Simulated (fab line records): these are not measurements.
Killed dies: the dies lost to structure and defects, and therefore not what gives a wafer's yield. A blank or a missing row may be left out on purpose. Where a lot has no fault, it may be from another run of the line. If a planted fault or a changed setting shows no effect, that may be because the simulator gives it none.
Which tool was responsible? :: flow berkeleyCmos170 :: 15 lots with 45 wafers sampled at 4 steps, on a route of 331 steps

## WHAT THE GAUGES SHOWED, per wafer
UCB170_V2_BOW_MEAS_03.
lot: L972
measured: day 9 07:15
on: filmMetro-03
V2_BOW (um): 33 20 25

lot: L975
measured: day 9 07:44
on: filmMetro-03
V2_BOW (um): 23 32 18

lot: L974
measured: day 9 10:14
on: filmMetro-04
V2_BOW (um): 36 40 49

lot: L976
measured: day 9 07:35
on: filmMetro-04
V2_BOW (um): 43 34 45

lot: L977
measured: day 10 13:36
on: filmMetro-01
V2_BOW (um): 43 26 43

lot: L984
measured: day 11 00:38
on: filmMetro-03
V2_BOW (um): 27 27 35

lot: L983
measured: day 11 02:35
on: filmMetro-03
V2_BOW (um): 39 43 30

lot: L985
measured: day 11 15:32
on: filmMetro-03
V2_BOW (um): 28 36 28

lot: L988
measured: day 13 03:28
on: filmMetro-01
V2_BOW (um): 39 34 24

lot: L987
measured: day 13 04:07
on: filmMetro-01
V2_BOW (um): 30 35 36

lot: L989
measured: day 13 04:50
on: filmMetro-03
V2_BOW (um): 36 42 26

lot: L990
measured: day 13 02:31
on: filmMetro-03
V2_BOW (um): 37 17 25

lot: L993
measured: day 13 13:08
on: filmMetro-01
V2_BOW (um): 46 56 38

lot: L994
measured: day 13 12:55
on: filmMetro-01
V2_BOW (um): 28 23 24

lot: L995
measured: day 14 00:59
on: filmMetro-04
V2_BOW (um): 39 34 31

## EACH LOT AND THE TOOL THAT RAN IT (in order: tool; ch and the chambers of the sampled wafers; start)
lot: L972
UCB170_PWELL_STRIP_16: plasmaAsher-03 ch 0,1, day 3 10:59
UCB170_PVT_PEB_04: lithoTrack-01 ch 0, day 6 23:00
UCB170_M1_ETCH_11: rieDiel-04 ch 0,1,3, day 8 20:00

lot: L975
UCB170_PWELL_STRIP_16: plasmaAsher-04 ch 0,1, day 4 00:26
UCB170_PVT_PEB_04: lithoTrack-03 ch 0, day 7 05:06
UCB170_M1_ETCH_11: rieDiel-02 ch 0,1,2, day 8 19:43

lot: L974
UCB170_PWELL_STRIP_16: plasmaAsher-03 ch 0,1, day 4 00:45
UCB170_PVT_PEB_04: lithoTrack-02, day 7 06:00
UCB170_M1_ETCH_11: rieDiel-03 ch 0,2,3, day 8 21:33

lot: L976
UCB170_PWELL_STRIP_16: plasmaAsher-01 ch 0,1, day 4 00:58
UCB170_PVT_PEB_04: lithoTrack-01, day 7 06:00
UCB170_M1_ETCH_11: rieDiel-02 ch 1,3, day 8 20:16

lot: L977
UCB170_PWELL_STRIP_16: plasmaAsher-04 ch 0,1, day 4 21:26
UCB170_PVT_PEB_04: lithoTrack-01, day 8 12:32
UCB170_M1_ETCH_11: rieDiel-03 ch 0,1,2, day 10 06:13

lot: L984
UCB170_PWELL_STRIP_16: plasmaAsher-01 ch 0,1, day 5 18:34
UCB170_PVT_PEB_04: lithoTrack-01 ch 0, day 8 23:38
UCB170_M1_ETCH_11: rieDiel-04 ch 2,3, day 10 15:14

lot: L983
UCB170_PWELL_STRIP_16: plasmaAsher-03 ch 0,1, day 5 19:05
UCB170_PVT_PEB_04: lithoTrack-01 ch 0, day 9 00:54
UCB170_M1_ETCH_11: rieDiel-04 ch 1,2,3, day 10 15:47

lot: L985
UCB170_PWELL_STRIP_16: plasmaAsher-03 ch 0,1, day 6 15:38
UCB170_PVT_PEB_04: lithoTrack-03 ch 0, day 9 15:54
UCB170_M1_ETCH_11: rieDiel-03 ch 1,3, day 11 08:20

lot: L988
UCB170_PWELL_STRIP_16: plasmaAsher-01 ch 0,1, day 6 20:46
UCB170_PVT_PEB_04: lithoTrack-01 ch 0, day 10 04:59
UCB170_M1_ETCH_11: rieDiel-03 ch 0,1, day 12 14:29

lot: L987
UCB170_PWELL_STRIP_16: plasmaAsher-03 ch 0,1, day 6 21:19
UCB170_PVT_PEB_04: lithoTrack-02 ch 0, day 10 05:00
UCB170_M1_ETCH_11: rieDiel-04 ch 1,2,3, day 12 14:15

lot: L989
UCB170_PWELL_STRIP_16: plasmaAsher-01 ch 0,1, day 7 08:50
UCB170_PVT_PEB_04: lithoTrack-03 ch 0, day 10 09:48
UCB170_M1_ETCH_11: rieDiel-02 ch 0,1,3, day 12 14:37

lot: L990
UCB170_PWELL_STRIP_16: plasmaAsher-04 ch 0,1, day 7 09:06
UCB170_PVT_PEB_04: lithoTrack-01 ch 0, day 10 10:06
UCB170_M1_ETCH_11: rieDiel-02 ch 0,1,3, day 12 14:01

lot: L993
UCB170_PWELL_STRIP_16: plasmaAsher-01 ch 0,1, day 7 20:41
UCB170_PVT_PEB_04: lithoTrack-01 ch 0, day 10 18:53
UCB170_M1_ETCH_11: rieDiel-03 ch 0,1,2, day 12 23:02

lot: L994
UCB170_PWELL_STRIP_16: plasmaAsher-03 ch 0,1, day 7 20:46
UCB170_PVT_PEB_04: lithoTrack-01 ch 0, day 10 19:38
UCB170_M1_ETCH_11: rieDiel-03 ch 0,1,2, day 12 22:43

lot: L995
UCB170_PWELL_STRIP_16: plasmaAsher-04 ch 0,1, day 8 05:32
UCB170_PVT_PEB_04: lithoTrack-02 ch 0, day 11 06:16
UCB170_M1_ETCH_11: rieDiel-02 ch 0,1,3, day 13 14:34
- UCB170_PWELL_STRIP_16: strips in O2.
- UCB170_PVT_PEB_04
- UCB170_M1_ETCH_11: etches BARC in N2/H2.

## WHAT THE TOOLS THEMSELVES READ (means of the sampled wafers that have a number; where no wafer has one, the mark that the record gives instead)
UCB170_PWELL_STRIP_16.
lot: L972
tool: plasmaAsher-03
drypumpMotorCurrentA (A): 5.6
oesProductAu (a.u.): 0.718
stripTimeToEndpointS (s): 18.08

lot: L975
tool: plasmaAsher-04
drypumpMotorCurrentA (A): 5.2
oesProductAu (a.u.): 0.723
stripTimeToEndpointS (s): 18.12

lot: L974
tool: plasmaAsher-03
drypumpMotorCurrentA (A): 5.6
oesProductAu (a.u.): 0.720
stripTimeToEndpointS (s): 18.06

lot: L976
tool: plasmaAsher-01
drypumpMotorCurrentA (A): 6.0
oesProductAu (a.u.): 0.722
stripTimeToEndpointS (s): 18.22

lot: L977
tool: plasmaAsher-04
drypumpMotorCurrentA (A): 5.2
oesProductAu (a.u.): 0.726
stripTimeToEndpointS (s): 18.08

lot: L984
tool: plasmaAsher-01
drypumpMotorCurrentA (A): 6.0
oesProductAu (a.u.): 0.719
stripTimeToEndpointS (s): 18.10

lot: L983
tool: plasmaAsher-03
drypumpMotorCurrentA (A): 5.7
oesProductAu (a.u.): 0.720
stripTimeToEndpointS (s): 18.09

lot: L985
tool: plasmaAsher-03
drypumpMotorCurrentA (A): 5.8
oesProductAu (a.u.): 0.722
stripTimeToEndpointS (s): 18.05

lot: L988
tool: plasmaAsher-01
drypumpMotorCurrentA (A): 6.0
oesProductAu (a.u.): 0.725
stripTimeToEndpointS (s): 18.12

lot: L987
tool: plasmaAsher-03
drypumpMotorCurrentA (A): 5.7
oesProductAu (a.u.): 0.725
stripTimeToEndpointS (s): 17.99

lot: L989
tool: plasmaAsher-01
drypumpMotorCurrentA (A): 5.9
oesProductAu (a.u.): 0.725
stripTimeToEndpointS (s): 18.07

lot: L990
tool: plasmaAsher-04
drypumpMotorCurrentA (A): 5.2
oesProductAu (a.u.): 0.718
stripTimeToEndpointS (s): 18.06

lot: L993
tool: plasmaAsher-01
drypumpMotorCurrentA (A): 5.9
oesProductAu (a.u.): 0.716
stripTimeToEndpointS (s): 18.02

lot: L994
tool: plasmaAsher-03
drypumpMotorCurrentA (A): 5.8
oesProductAu (a.u.): 0.724
stripTimeToEndpointS (s): 18.14

lot: L995
tool: plasmaAsher-04
drypumpMotorCurrentA (A): 5.3
oesProductAu (a.u.): 0.721
stripTimeToEndpointS (s): 18.04

UCB170_PVT_PEB_04.
lot: L972
tool: lithoTrack-01
chillPlateTempC (C): 23.16
exhaustPa (Pa): 44.2
plateTempC (C): 130.13

lot: L975
tool: lithoTrack-03
chillPlateTempC (C): 22.98
exhaustPa (Pa): 44.3
plateTempC (C): 129.87

lot: L974
tool: lithoTrack-02
chillPlateTempC (C): -
exhaustPa (Pa): -
plateTempC (C): -

lot: L976
tool: lithoTrack-01
chillPlateTempC (C): -
exhaustPa (Pa): -
plateTempC (C): -

lot: L977
tool: lithoTrack-01
chillPlateTempC (C): -
exhaustPa (Pa): -
plateTempC (C): -

lot: L984
tool: lithoTrack-01
chillPlateTempC (C): 23.04
exhaustPa (Pa): 44.6
plateTempC (C): 130.08

lot: L983
tool: lithoTrack-01
chillPlateTempC (C): 23.17
exhaustPa (Pa): 44.8
plateTempC (C): 130.11

lot: L985
tool: lithoTrack-03
chillPlateTempC (C): 23.05
exhaustPa (Pa): 44.6
plateTempC (C): 130.12

lot: L988
tool: lithoTrack-01
chillPlateTempC (C): 23.18
exhaustPa (Pa): 45.2
plateTempC (C): 129.90

lot: L987
tool: lithoTrack-02
chillPlateTempC (C): 22.95
exhaustPa (Pa): 45.1
plateTempC (C): 130.04

lot: L989
tool: lithoTrack-03
chillPlateTempC (C): 23.03
exhaustPa (Pa): 45.0
plateTempC (C): 130.03

lot: L990
tool: lithoTrack-01
chillPlateTempC (C): 22.96
exhaustPa (Pa): 45.4
plateTempC (C): 129.91

lot: L993
tool: lithoTrack-01
chillPlateTempC (C): 22.86
exhaustPa (Pa): 44.7
plateTempC (C): 130.02

lot: L994
tool: lithoTrack-01
chillPlateTempC (C): 22.95
exhaustPa (Pa): 45.6
plateTempC (C): 130.06

lot: L995
tool: lithoTrack-02
chillPlateTempC (C): 23.13
exhaustPa (Pa): 44.5
plateTempC (C): 129.98

UCB170_M1_ETCH_11.
lot: L972
tool: rieDiel-04
drypumpMotorCurrentA (A): 5.5
n2FlowSccm (sccm): 99.97
oesProductAu (a.u.): 1.013
throttleValvePct (%): 13.23

lot: L975
tool: rieDiel-02
drypumpMotorCurrentA (A): 6.2
n2FlowSccm (sccm): 100.01
oesProductAu (a.u.): 1.010
throttleValvePct (%): 13.40

lot: L974
tool: rieDiel-03
drypumpMotorCurrentA (A): 5.9
n2FlowSccm (sccm): 99.87
oesProductAu (a.u.): 0.994
throttleValvePct (%): 13.10

lot: L976
tool: rieDiel-02
drypumpMotorCurrentA (A): 6.6
n2FlowSccm (sccm): 99.91
oesProductAu (a.u.): 0.981
throttleValvePct (%): 13.26

lot: L977
tool: rieDiel-03
drypumpMotorCurrentA (A): 5.5
n2FlowSccm (sccm): 100.07
oesProductAu (a.u.): 0.995
throttleValvePct (%): 13.18

lot: L984
tool: rieDiel-04
drypumpMotorCurrentA (A): 5.8
n2FlowSccm (sccm): 100.03
oesProductAu (a.u.): 1.021
throttleValvePct (%): 13.20

lot: L983
tool: rieDiel-04
drypumpMotorCurrentA (A): 5.8
n2FlowSccm (sccm): 100.23
oesProductAu (a.u.): 1.026
throttleValvePct (%): 13.26

lot: L985
tool: rieDiel-03
drypumpMotorCurrentA (A): 6.0
n2FlowSccm (sccm): 99.65
oesProductAu (a.u.): 1.007
throttleValvePct (%): 13.31

lot: L988
tool: rieDiel-03
drypumpMotorCurrentA (A): 5.5
n2FlowSccm (sccm): 100.19
oesProductAu (a.u.): 0.990
throttleValvePct (%): 13.33

lot: L987
tool: rieDiel-04
drypumpMotorCurrentA (A): 5.8
n2FlowSccm (sccm): 100.22
oesProductAu (a.u.): 1.028
throttleValvePct (%): 13.25

lot: L989
tool: rieDiel-02
drypumpMotorCurrentA (A): 6.3
n2FlowSccm (sccm): 100.00
oesProductAu (a.u.): 1.001
throttleValvePct (%): 13.29

lot: L990
tool: rieDiel-02
drypumpMotorCurrentA (A): 6.3
n2FlowSccm (sccm): 100.01
oesProductAu (a.u.): 1.011
throttleValvePct (%): 13.30

lot: L993
tool: rieDiel-03
drypumpMotorCurrentA (A): 5.5
n2FlowSccm (sccm): 99.76
oesProductAu (a.u.): 0.995
throttleValvePct (%): 13.20

lot: L994
tool: rieDiel-03
drypumpMotorCurrentA (A): 5.5
n2FlowSccm (sccm): 100.01
oesProductAu (a.u.): 0.998
throttleValvePct (%): 13.19

lot: L995
tool: rieDiel-02
drypumpMotorCurrentA (A): 6.3
n2FlowSccm (sccm): 100.02
oesProductAu (a.u.): 1.007
throttleValvePct (%): 13.30

## THE ANSWER, worked out from the rows above alone
Rule: the usual values come from the lots themselves. The widest of any qualifying gaps counts: lots, ordered by their means at a reading, are off when they make up no more than a third of the lots, leave a main group of 4 or more, and stand apart from it by 3 or more times the standard deviation of that group's means. A main group is skipped when, at the precision printed for the reading in the tables above, its means are all equal. Also off: a lot with no number at a reading for which 4 or more lots have one. Where the step has rows for the other lots, those lots are counted as sound. The gauges are gone through in route order, then the tools' own readings, and for those a lot's mean is taken as printed above. The first step at which some lot is off is used, and at that step the reading that is off furthest; a lot without a number counts as furthest.
Off at UCB170_PVT_PEB_04 (chillPlateTempC): L974, L976, L977. Without a number there: L974, L976, L977. The main group has a mean of 23.04 C with a standard deviation of 0.099.
If a tool, at that step or one of the process steps before it, ran each lot that is off and ran no sound lot following the first of them, it fits. Of those tried, none fits.

## WHAT THE SIMULATOR HAD INSERTED
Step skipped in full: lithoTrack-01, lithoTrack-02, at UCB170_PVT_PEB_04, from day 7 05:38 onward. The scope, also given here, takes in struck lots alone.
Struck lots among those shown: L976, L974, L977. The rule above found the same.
